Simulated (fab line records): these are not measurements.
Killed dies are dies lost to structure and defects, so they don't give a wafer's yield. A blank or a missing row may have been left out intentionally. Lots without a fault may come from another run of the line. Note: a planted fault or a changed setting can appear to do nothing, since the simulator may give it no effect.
Problem report, 8D (eight disciplines) form, completed by code ; flow berkeleyCmos170 ; the parts of the form that need people (team, actions taken, sign-off) are left out

== 1. WHAT WENT WRONG ==
At UCB170_PWELL_SOFTBAKE_09, heaterPowerTotalW averages 60.50 W over 6 wafers from 2 lots, while fault-free wafers read 56.80 W, standard deviation 0.045. Relative to the usual mean, that is a shift of +82 standard deviations.
The step: time 60 s.
First seen on wafer L468.1, day 7 05:49, on lithoTrack-03. The record has a number at this step for 42 wafers belonging to 14 lots. Rule for "out" (also "out of limits"): further than 4 standard deviations from the usual mean. Any other wafer with a number is counted as sound.

== 2. WHAT IT IS; WHAT IT IS NOT ==
question;is;is not
which readings at this step;heaterPowerTotalW, runLengthS;-
which lots;L468, L469;L448, L451, L452, L453, L454, L455, L460, L461, L462, L463, L470, L471
which wafers of those lots;all that have a number;-
read on which tools;lithoTrack-03;lithoTrack-01, lithoTrack-02
when;from day 7 05:49;"up to then (30 sound wafers); but 6 sound wafers of L470, L471 came after"

== 3. THE SUSPECTS, EACH WITH WHAT RULES IT OUT ==
Counting: a tool at any process step up to the reading remains a suspect when it ran all the lots that are out and ran no sound lot after the first of those.
- lithoTrack-03 at UCB170_PWELL_SOFTBAKE_09 (time 60 s): kept. All lots that are out passed through it, beginning with L468 at day 7 05:49, and no sound lot followed; its final sound lot before that point was L460 at day 5 19:55. Its own readings are out on those wafers: heaterPowerTotalW, runLengthS.
Remaining after the count: lithoTrack-03 at UCB170_PWELL_SOFTBAKE_09.

== 4. THE CAUSE (what the simulator had put in) ==
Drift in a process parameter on lithoTrack-03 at UCB170_PWELL_SOFTBAKE_09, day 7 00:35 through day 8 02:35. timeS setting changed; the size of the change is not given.
The count eliminated every tool but this one.

== 5. THE EFFECT CHAIN, in route order ==
Each row: a reading whose mean over the struck wafers that have a number lies more than 3 standard deviations from the usual. Scope: only readings with a usual standard deviation given in the record; hours: median across lots of the time from each lot's start at the first step in this table that gives one to its start at this step; sigmas: change in usual standard deviations.
hours;step;reading;usual;on struck wafers;change;sigmas
0;UCB170_PWELL_SOFTBAKE_09;heaterPowerTotalW;56.80 W;60.50;+3.70;+82
0;UCB170_PWELL_SOFTBAKE_09;runLengthS;89.17 s;77.15;-12.02;-67
The process steps in it:
- UCB170_PWELL_SOFTBAKE_09: time 60 s.
Readings that are blank on the struck wafers while sound wafers have them: plateTempC at UCB170_PWELL_SOFTBAKE_09.
At these later measuring or inspecting steps, every struck wafer for which the step has a row has a number for every such reading, and none has moved that far: UCB170_M2_CD_MEAS_15, UCB170_M2_OVL_MEAS_16.

== 6. HOW IT WOULD HAVE BEEN CAUGHT EARLIER ==
In this record the first reading out of limits was taken at day 7 05:49, 5 hours after the fault began at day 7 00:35.
